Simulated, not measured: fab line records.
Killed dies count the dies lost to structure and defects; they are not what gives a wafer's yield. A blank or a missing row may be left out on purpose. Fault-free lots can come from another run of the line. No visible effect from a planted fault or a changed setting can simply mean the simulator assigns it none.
fab line records	flow berkeley-cmos170
record: lots: 14	wafers: 42	last-day: 11
route steps=331 shown ZERO@13 NWELL@16 WELLDRIVE@57 V1@256
lots untouched by any fault: they come from a run of this same line in which no faults occurred
start-h: start of the lot's first displayed wafer, in hours after the record's first day	wait-h: time in hours since the lot's previous step	" identical to the entry in the row above	L1.1+2: a row that stands for several wafers	- value missing, or start not given	* or withheld: withheld	< > ~ a bound
route shown NAME@n: names a module that has steps shown in the file, with the first one's number in the route	usual: mean/standard deviation of fault-free wafers	same: alike in all rows	chamber/n: place in a boat	sites: each site's reading	_std_site: standard deviation of those values	_edge_site: the outer-site mean with the inner-site mean subtracted	radius-mm: for every site, how far away it sits from the centre of the wafer	mask NAME#n: copy n	behind: the last tool/chamber to shape the wafer	hold: the reason the lot was held/the length of the hold in hours/how it ended	device: whichever transistor did not switch (one of n, p or np)	end of line: the tests these same wafers got at the end of their route	step lacking rows: just its recipe	killed: dies that structure and defects cost at the first sort, which is not the same as the wafer's yield	map: shows each die of a wafer: x if killed, . if not, _ if none is there
set.NAME: the setting the step ran with; set.NAME@STEP: the setting that earlier step ran with	model.NAME: the simulator's own value behind a step, which no gauge read
steps of the route over a sample of lots; a table a step, a row a wafer
services: the hour from which a tool's chamber was out of use, counted from the record's first day as start-h (under 0 if before that day), plus the number of hours and why
== steps ==
step: UCB170_ZERO_STRIP_07
recipe: chemistry: O2	power-w: 400	pressure-mtorr: 3500	platen-temp-c: withheld	o2-flow-sccm: 400	overash-fraction: 0.5
usual: drypump-motor-current-A: 5.9/0.53	oes-product-au: 0.727/0.0045	strip-time-to-endpoint-s: 21.51/0.077
lot.wafer	tool	chamber	start-h	wait-h	drypump-motor-current-A	oes-product-au	rf-hours-counter-h	strip-time-to-endpoint-s
L425.1	plasma-asher-02	0	18.52	0.0	6.2	0.734	30	21.45
L425.4	"	0	"	"	6.2	0.726	-	21.47
L425.6	"	0	"	"	6.2	0.723	-	21.55
L426.3	plasma-asher-02	0	27.52	0.0	6.3	0.725	-	21.48
L426.5	"	0	"	"	6.2	0.726	-	21.46
L426.6	"	1	"	"	5.9	0.721	-	21.55
L427.2	plasma-asher-02	1	29.00	0.0	5.9	0.732	31	21.41
L427.3	"	0	"	"	6.2	0.725	-	21.39
L427.6	"	1	"	"	5.9	0.731	-	21.39
L428.1	plasma-asher-03	0	33.74	0.0	5.2	0.721	23	21.43
L428.3	"	1	"	"	5.6	0.716	-	21.43
L428.4	"	0	"	"	5.2	0.732	-	21.35
L429.3	plasma-asher-01	1	37.38	0.0	6.8	0.726	-	21.49
L429.5	"	1	"	"	6.8	0.735	-	21.43
L429.6	"	0	"	"	5.4	0.733	-	21.41
L430.1	plasma-asher-01	1	43.03	0.0	6.8	0.729	33	21.52
L430.5	"	0	"	"	5.4	0.730	-	21.47
L430.6	"	1	"	"	6.8	0.731	-	21.51
L431.1	plasma-asher-03	0	52.22	0.0	5.2	0.733	25	21.60
L431.3	"	1	"	"	5.6	0.723	-	21.64
L431.4	"	0	"	"	5.2	0.728	-	21.57
L432.4	plasma-asher-01	1	59.08	0.0	6.8	0.726	-	21.56
L432.5	"	0	"	"	5.4	0.732	-	21.52
L432.6	"	1	"	"	6.7	0.721	-	21.58
L433.1	plasma-asher-03	0	65.58	0.0	5.2	0.726	26	21.63
L433.4	"	1	"	"	5.6	0.723	-	21.61
L433.5	"	0	"	"	5.2	0.731	-	21.54
L434.2	plasma-asher-03	0	69.34	0.0	5.2	0.724	26	21.42
L434.5	"	0	"	"	5.2	0.724	-	21.39
L434.6	"	1	"	"	5.6	0.723	-	21.46
L444.2	plasma-asher-03	0	112.73	0.0	5.2	0.727	32	21.59
L444.3	"	1	"	"	5.6	0.724	-	21.56
L444.4	"	0	"	"	5.2	0.726	-	21.55
L445.2	plasma-asher-02	0	120.70	0.0	6.2	0.725	42	21.51
L445.4	"	0	"	"	6.2	0.728	-	21.46
L445.5	"	1	"	"	5.9	0.735	-	21.45
L447.1	plasma-asher-02	0	131.40	0.0	6.2	0.720	43	21.68
L447.3	"	1	"	"	6.0	0.730	-	21.53
L447.5	"	1	"	"	5.9	0.730	-	21.57
L448.1	plasma-asher-01	1	131.85	0.0	6.8	0.724	43	21.51
L448.4	"	0	"	"	5.4	0.728	-	21.44
L448.5	"	1	"	"	6.8	0.720	-	21.51
step: UCB170_NWELL_THK_MEAS_02
recipe: reads: SiO2_of_NWELL_OXIDATION_01
usual: NWELL_OXIDE_THK: 26.4/0.54
lot.wafer	tool	chamber	start-h	wait-h	NWELL_OXIDE_THK[nm]
L425.1	film-metro-02	-	22.42	0.0	26.3
L425.4	"	-	"	"	26.3
L425.6	"	-	"	"	26.6
L427.2	film-metro-03	-	30.63	0.0	27.3
L427.3	"	-	"	"	26.9
L427.6	"	-	"	"	27.4
L426.3	film-metro-04	-	30.64	0.0	26.6
L426.5	"	-	"	"	26.8
L426.6	"	-	"	"	26.5
L428.1	film-metro-04	-	40.10	0.0	26.1
L428.3	"	-	"	"	26.3
L428.4	"	-	"	"	26.4
L429.3	film-metro-03	-	40.12	0.0	25.6
L429.5	"	-	"	"	25.5
L429.6	"	-	"	"	25.6
L430.1	film-metro-04	-	47.27	0.0	25.9
L430.5	"	-	"	"	26.0
L430.6	"	-	"	"	25.7
L431.1	film-metro-03	-	59.30	0.0	25.7
L431.3	"	-	"	"	26.0
L431.4	"	-	"	"	25.9
L433.1	film-metro-03	-	67.34	0.0	25.3
L433.4	"	-	"	"	25.7
L433.5	"	-	"	"	25.9
L432.4	film-metro-04	-	67.37	0.0	26.4
L432.5	"	-	"	"	25.4
L432.6	"	-	"	"	25.3
L434.2	film-metro-03	-	75.57	0.0	26.6
L434.5	"	-	"	"	26.7
L434.6	"	-	"	"	26.0
L444.2	film-metro-04	-	117.13	0.0	26.5
L444.3	"	-	"	"	26.7
L444.4	"	-	"	"	27.0
L445.2	film-metro-04	-	129.88	0.0	25.9
L445.4	"	-	"	"	26.2
L445.5	"	-	"	"	25.9
L447.1	film-metro-02	-	133.55	0.0	26.7
L447.3	"	-	"	"	26.9
L447.5	"	-	"	"	26.4
L448.1	film-metro-03	-	133.55	0.0	26.4
L448.4	"	-	"	"	26.8
L448.5	"	-	"	"	26.6
step: UCB170_WELLDRIVE_THK_MEAS_02
recipe: reads: SiO2_of_WELLDRIVE_OXIDATION_01
usual: WELLDRIVE_OXIDE_THK: 200/3.7
lot.wafer	tool	chamber	start-h	wait-h	WELLDRIVE_OXIDE_THK[nm]
L425.1	film-metro-01	-	66.37	0.0	196
L425.4	"	-	"	"	199
L425.6	"	-	"	"	196
L427.2	film-metro-04	-	66.38	0.0	201
L427.3	"	-	"	"	201
L427.6	"	-	"	"	203
L426.3	film-metro-02	-	66.39	0.0	202
L426.5	"	-	"	"	202
L426.6	"	-	"	"	201
L428.1	film-metro-02	-	80.39	0.0	202
L428.3	"	-	"	"	203
L428.4	"	-	"	"	203
L429.3	film-metro-04	-	80.41	0.0	202
L429.5	"	-	"	"	203
L429.6	"	-	"	"	200
L430.1	film-metro-01	-	85.83	0.0	194
L430.5	"	-	"	"	194
L430.6	"	-	"	"	193
L431.1	film-metro-04	-	97.92	0.0	199
L431.3	"	-	"	"	199
L431.4	"	-	"	"	197
L433.1	film-metro-01	-	101.59	0.0	198
L433.4	"	-	"	"	200
L433.5	"	-	"	"	198
L432.4	film-metro-04	-	101.62	0.0	198
L432.5	"	-	"	"	199
L432.6	"	-	"	"	201
L434.2	film-metro-02	-	117.45	0.0	201
L434.5	"	-	"	"	200
L434.6	"	-	"	"	204
L444.2	film-metro-02	-	159.77	0.0	205
L444.3	"	-	"	"	206
L444.4	"	-	"	"	205
L447.1	film-metro-02	-	171.36	0.0	207
L447.3	"	-	"	"	204
L447.5	"	-	"	"	204
L445.2	film-metro-04	-	171.37	0.0	210
L445.4	"	-	"	"	208
L445.5	"	-	"	"	203
L448.1	film-metro-04	-	171.42	0.1	202
L448.4	"	-	"	"	205
L448.5	"	-	"	"	203
step: UCB170_V1_CMP_02
recipe: material: SiO2	down-force-psi: 6	platen-rpm: 60	pad-velocity-m-s: 0.75398
usual: motor-current-A: 17.0/2.4
lot.wafer	tool	chamber	start-h	wait-h	motor-current-A
L426.3	cmp-02	0	153.15	0.0	20.9
L426.6	"	0	"	"	20.6
L426.5	"	1	"	"	17.9
L427.2	cmp-01	0	153.25	0.1	13.2
L427.3	"	1	"	"	20.6
L427.6	"	3	"	"	18.0
L425.4	cmp-01	1	153.55	0.4	19.3
L425.1	"	2	"	"	15.2
L425.6	"	0	"	"	13.6
L428.1	cmp-01	1	177.24	0.1	19.9
L428.3	"	3	"	"	17.7
L428.4	"	0	"	"	13.9
L431.1	cmp-02	3	177.24	0.1	14.6
L431.4	"	0	"	"	19.9
L431.3	"	2	"	"	16.2
L430.1	cmp-02	1	177.59	0.2	17.7
L430.5	"	0	"	"	20.5
L430.6	"	1	"	"	16.8
L429.3	cmp-01	2	177.64	0.4	15.6
L429.6	"	0	"	"	13.8
L429.5	"	1	"	"	18.9
L433.4	cmp-01	2	196.59	0.1	15.2
L433.1	"	0	"	"	13.3
L433.5	"	2	"	"	15.5
L432.4	cmp-02	3	196.64	0.1	14.4
L432.5	"	1	"	"	17.1
L432.6	"	2	"	"	16.5
L434.2	cmp-02	3	216.32	0.2	14.3
L434.6	"	0	"	"	20.2
L434.5	"	1	"	"	16.1
L447.3	cmp-01	2	255.33	0.3	14.9
L447.1	"	1	"	"	19.2
L447.5	"	3	"	"	17.9
L444.4	cmp-02	1	257.61	0.0	17.1
L444.3	"	3	"	"	14.6
L444.2	"	0	"	"	22.0
L448.1	cmp-01	1	257.61	0.1	20.2
L448.4	"	3	"	"	18.1
L448.5	"	1	"	"	19.4
L445.4	cmp-02	3	257.91	0.3	14.2
L445.2	"	0	"	"	19.6
L445.5	"	3	"	"	15.3
step: UCB170_V1_THK_MEAS_04
recipe: reads: SiO2_of_V1_CVD_00
usual: V1_POLISHED_THK: 1000.0/1.2
lot.wafer	tool	chamber	start-h	wait-h	V1_POLISHED_THK[nm]
L427.2	film-metro-03	-	153.58	0.1	999.2
L427.3	"	-	"	"	1001.3
L427.6	"	-	"	"	999.1
L426.3	film-metro-02	-	153.59	0.1	999.2
L426.5	"	-	"	"	1000.1
L426.6	"	-	"	"	999.6
L425.1	film-metro-04	-	153.87	0.1	999.4
L425.4	"	-	"	"	1000.1
L425.6	"	-	"	"	1000.3
L428.1	film-metro-02	-	177.66	0.1	998.9
L428.3	"	-	"	"	999.5
L428.4	"	-	"	"	999.5
L431.1	film-metro-03	-	177.66	0.1	999.1
L431.3	"	-	"	"	997.6
L431.4	"	-	"	"	998.8
L430.1	film-metro-04	-	177.98	0.1	1000.6
L430.5	"	-	"	"	997.6
L430.6	"	-	"	"	998.5
L429.3	film-metro-02	-	177.98	0.1	998.9
L429.5	"	-	"	"	1000.6
L429.6	"	-	"	"	1000.4
L433.1	film-metro-03	-	196.96	0.1	1000.5
L433.4	"	-	"	"	998.5
L433.5	"	-	"	"	999.5
L432.4	film-metro-04	-	196.99	0.1	1002.7
L432.5	"	-	"	"	999.3
L432.6	"	-	"	"	998.7
L434.2	film-metro-02	-	216.60	0.1	1000.2
L434.5	"	-	"	"	999.9
L434.6	"	-	"	"	999.3
L447.1	film-metro-04	-	255.75	0.1	1001.0
L447.3	"	-	"	"	999.9
L447.5	"	-	"	"	999.5
L448.1	film-metro-03	-	258.03	0.1	1000.2
L448.4	"	-	"	"	1001.2
L448.5	"	-	"	"	1001.2
L444.2	film-metro-04	-	258.04	0.1	1251.2
L444.3	"	-	"	"	1249.8
L444.4	"	-	"	"	1250.5
L445.2	film-metro-02	-	258.34	0.1	1248.6
L445.4	"	-	"	"	1249.2
L445.5	"	-	"	"	1248.9
step: UCB170_V1_ETCH_14
recipe: chemistry: CHF3/CF4/Ar	target: SiO2	stop-on: Al	CHF3_flow_sccm: 45	cf4-flow-sccm: 15	Ar_flow_sccm: 150	pressure-mtorr: 200	rf-w: 700	target-depth-a: 12500	over-etch-frac: 0.25	time-s: 291
usual: drypump-motor-current-A: 5.9/0.5	oes-product-au: 0.867/0.01	throttle-valve-pct: 6.91/0.14
lot.wafer	tool	chamber	start-h	wait-h	drypump-motor-current-A	oes-product-au	rf-hours-counter-h	throttle-valve-pct
L427.2	rie-diel-03	0	154.81	0.0	5.6	0.873	100	7.02
L427.3	"	3	"	"	6.5	0.893	130	6.83
L427.6	"	1	"	"	5.3	0.860	-	6.92
L426.3	rie-diel-01	0	155.06	0.0	6.4	0.866	18	6.83
L426.5	"	0	"	"	6.4	0.868	-	6.81
L426.6	"	2	"	"	5.5	0.871	-	6.98
L425.1	rie-diel-03	1	155.30	0.0	5.3	0.863	4	6.92
L425.4	"	0	"	"	5.5	0.879	100	7.00
L425.6	"	2	"	"	5.3	0.853	-	7.07
L428.1	rie-diel-02	3	178.91	0.0	6.3	0.875	1	7.09
L428.3	"	1	"	"	5.6	0.855	111	6.71
L428.4	"	0	"	"	5.4	0.861	7	7.05
L431.1	rie-diel-03	0	179.28	0.0	5.6	0.879	101	7.02
L431.3	"	1	"	"	5.3	0.860	6	6.92
L431.4	"	1	"	"	5.3	0.858	-	6.91
L429.3	rie-diel-01	0	179.54	0.0	6.4	0.860	19	6.83
L429.5	"	2	"	"	5.4	0.861	-	6.98
L429.6	"	1	"	"	6.0	0.867	-	7.09
L430.1	rie-diel-02	1	179.66	0.0	5.6	0.857	111	6.70
L430.5	"	2	"	"	6.6	0.852	-	6.80
L430.6	"	3	"	"	6.4	0.869	-	7.09
L433.1	rie-diel-03	0	198.57	0.0	5.6	0.871	102	7.01
L433.4	"	1	"	"	5.3	0.863	6	6.92
L433.5	"	3	"	"	6.6	0.889	-	6.84
L432.4	rie-diel-02	0	198.81	0.0	5.4	0.867	8	7.04
L432.5	"	2	"	"	6.5	0.854	-	6.79
L432.6	"	1	"	"	5.6	0.860	-	6.70
L434.2	rie-diel-02	2	218.28	0.0	6.5	0.855	94	6.78
L434.5	"	3	"	"	6.3	0.866	-	7.09
L434.6	"	2	"	"	6.5	0.862	-	6.79
L447.1	rie-diel-02	2	257.88	0.0	6.5	0.858	97	6.79
L447.3	"	1	"	"	5.6	0.858	115	6.70
L447.5	"	3	"	"	6.3	0.865	-	7.10
L448.1	rie-diel-02	2	263.16	0.0	6.6	0.852	97	6.78
L448.4	"	0	"	"	5.4	0.853	10	7.03
L448.5	"	1	"	"	5.6	0.861	-	6.70
L445.2	rie-diel-03	3	263.42	0.0	6.5	1.007	136	6.85
L445.4	"	0	"	"	5.5	0.985	105	7.03
L445.5	"	3	"	"	6.5	1.009	-	6.84
L444.2	rie-diel-02	3	263.56	0.0	6.3	0.985	4	7.09
L444.3	"	2	"	"	6.6	0.973	97	6.79
L444.4	"	1	"	"	5.6	0.976	115	6.71
== services ==
tool	chamber	start-h	hours	kind
cmp-02	-	-2.18	3.2	repair
cmp-01	-	21.54	5.1	pm
cmp-01	-	29.19	5.2	repair
rie-diel-03	1	38.44	5.5	repair
rie-diel-02	2	45.46	6.3	repair
cmp-01	-	64.00	4.0	pm
cmp-02	-	77.20	0.5	repair
cmp-01	-	85.60	16.3	pm
rie-diel-02	0	87.83	29.0	repair
rie-diel-02	3	105.81	4.9	repair
rie-diel-02	1	107.73	2.4	repair
cmp-01	-	154.54	3.8	pm
cmp-01	-	185.29	0.7	repair
cmp-02	-	214.00	0.3	repair
rie-diel-02	0	216.66	5.1	repair
rie-diel-02	3	220.19	25.9	repair
rie-diel-02	2	223.53	10.1	repair
rie-diel-02	-	230.19	0.6	repair
cmp-02	-	232.00	4.0	pm
rie-diel-02	1	232.70	8.4	repair
cmp-01	-	235.82	2.6	repair
rie-diel-02	0	238.35	9.4	repair
cmp-02	-	238.38	3.4	pm
cmp-02	-	251.29	4.4	repair
== key ==
first-sign: step: UCB170_V1_THK_MEAS_04	reading: V1_POLISHED_THK	direction: up	sigmas: 99+	usual: 1000.0	struck: 1249.7
effect: step: UCB170_V1_ETCH_14	reading: oes-product-au	direction: up	sigmas: 12	usual: 0.867	struck: 0.989
met-at UCB170_V1_CMP_02
struck-lots L444,L445
later-rows-left-out L444.2,L444.4,L445.4
sort-left-out L444.2,L444.3,L444.4,L445.2,L445.4,L445.5
not-acting-at UCB170_ZERO_STRIP_07,UCB170_NWELL_THK_MEAS_02,UCB170_WELLDRIVE_THK_MEAS_02
onset-between 216.32 257.61
also-fits time
fault: kind: process-parameter-drift	tool: cmp-02	chamber: -	onset-h: 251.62	steps: UCB170_V1_CMP_02	channel: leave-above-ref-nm	offset: 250	shape: step	end-h: 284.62	acts-in: these-recipes-only	stated: 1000
sort-left-out: the simulated sort isn't trusted on such a fault, so these wafers' sort isn't shown, and their yield isn't known
later-rows-left-out: the simulator's readings of these wafers behind a module that went badly wrong aren't trusted and aren't shown, but for the sort
